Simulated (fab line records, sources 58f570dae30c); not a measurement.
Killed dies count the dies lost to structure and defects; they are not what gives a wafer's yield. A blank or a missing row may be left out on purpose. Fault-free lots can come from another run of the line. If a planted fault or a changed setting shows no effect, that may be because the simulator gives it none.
Which tool was responsible? -- flow berkeley_cmos170 -- 45 wafers from 15 lots sampled at 2 of the route's 331 steps

WHAT EACH GAUGE READ, for each wafer
UCB170_SPACER_THK_MEAS_01. Usual: SPACER_TEOS_THK 375 nm, standard deviation 5.2.
lot,measured,on,SPACER_TEOS_THK (nm),flag
L501,day 6 12:35,film_metro-02,365 373 373,
L503,day 6 20:54,film_metro-04,373 371 375,
L504,day 7 12:07,film_metro-03,370 372 378,
L506,day 7 19:59,film_metro-03,373 379 383,
L508,day 8 11:48,film_metro-02,369 371 376,
L507,day 8 12:16,film_metro-02,376 380 376,
L511,day 9 05:05,film_metro-03,373 382 375,
L512,day 9 04:43,film_metro-04,373 386 372,
L510,day 9 05:33,film_metro-04,375 368 375,
L515,day 9 19:39,film_metro-03,369 373 374,
L517,day 10 02:29,film_metro-04,370 381 378,
L518,day 10 09:34,film_metro-03,369 372 371,
L519,day 10 22:59,film_metro-03,371 376 376,
L520,day 10 23:11,film_metro-04,375 380 378,
L522,day 11 03:10,film_metro-02,375 378 381,

WHAT TOOL EACH LOT RAN ON (gives the tool, then ch and the chambers of the sampled wafers, and finally the start)
lot,UCB170_NVT_STRIP_08
L501,"plasma_asher-02 ch 0,1, day 5 16:34"
L503,"plasma_asher-04 ch 0,1, day 6 01:33"
L504,"plasma_asher-04 ch 0,1, day 6 09:48"
L506,"plasma_asher-02 ch 0,1, day 6 22:28"
L508,"plasma_asher-03 ch 0,1, day 7 14:19"
L507,"plasma_asher-04 ch 1, day 7 14:28"
L511,"plasma_asher-02 ch 0,1, day 8 06:23"
L512,"plasma_asher-04 ch 0,1, day 8 06:30"
L510,"plasma_asher-03 ch 0,1, day 8 06:37"
L515,"plasma_asher-03 ch 0,1, day 8 22:45"
L517,"plasma_asher-03 ch 0,1, day 9 04:37"
L518,"plasma_asher-02 ch 0,1, day 9 10:14"
L519,"plasma_asher-04 ch 0,1, day 10 00:10"
L520,"plasma_asher-03 ch 0,1, day 10 05:56"
L522,"plasma_asher-02 ch 0,1, day 10 10:59"
- UCB170_NVT_STRIP_08: strips in O2.

WHAT THE TOOLS THEMSELVES READ (means of the sampled wafers that have a number; where no wafer has one, the mark that the record gives instead)
UCB170_NVT_STRIP_08. Usual: drypump_motor_current_A 5.8 A, standard deviation 0.45; o2_flow_sccm 400.0 sccm, standard deviation 1; oes_product_au 0.734 a.u., standard deviation 0.0043; strip_time_to_endpoint_s 21.65 s, standard deviation 0.071.
lot,tool,drypump_motor_current_A (A),o2_flow_sccm (sccm),oes_product_au (a.u.),strip_time_to_endpoint_s (s),flag
L501,plasma_asher-02,5.7,400.2,0.734,21.62,
L503,plasma_asher-04,6.0,400.5,0.734,21.57,
L504,plasma_asher-04,6.1,400.7,0.735,21.56,
L506,plasma_asher-02,5.7,400.6,0.732,21.69,
L508,plasma_asher-03,5.8,399.5,0.729,21.60,
L507,plasma_asher-04,6.5,399.2,0.737,21.66,
L511,plasma_asher-02,5.7,399.9,0.731,21.51,
L512,plasma_asher-04,6.1,400.0,0.737,21.66,
L510,plasma_asher-03,5.7,399.9,0.734,21.73,
L515,plasma_asher-03,5.8,399.3,0.731,21.60,
L517,plasma_asher-03,6.0,399.5,0.734,21.61,
L518,plasma_asher-02,5.5,400.6,0.734,21.72,
L519,plasma_asher-04,5.6,400.5,0.733,21.73,
L520,plasma_asher-03,5.8,399.2,0.734,21.68,
L522,plasma_asher-02,5.6,400.4,0.736,21.63,

THE ANSWER, worked out from the rows above alone
Rule: a lot counts as off when the mean over its wafers that have a number is more than 3 standard deviations away from the usual mean. Also off: a lot with no number at a reading for which 4 or more lots have one. Any other lot the step has rows for is counted as sound. First the gauges in route order, then the tools' own readings, where a lot's mean is used as printed above. At the first step where some lot is off, the reading lying furthest off is the one used; lots without a number count as furthest.
Nothing can be told from this: no lot is off at any reading shown.

WHAT THE SIMULATOR HAD PUT IN
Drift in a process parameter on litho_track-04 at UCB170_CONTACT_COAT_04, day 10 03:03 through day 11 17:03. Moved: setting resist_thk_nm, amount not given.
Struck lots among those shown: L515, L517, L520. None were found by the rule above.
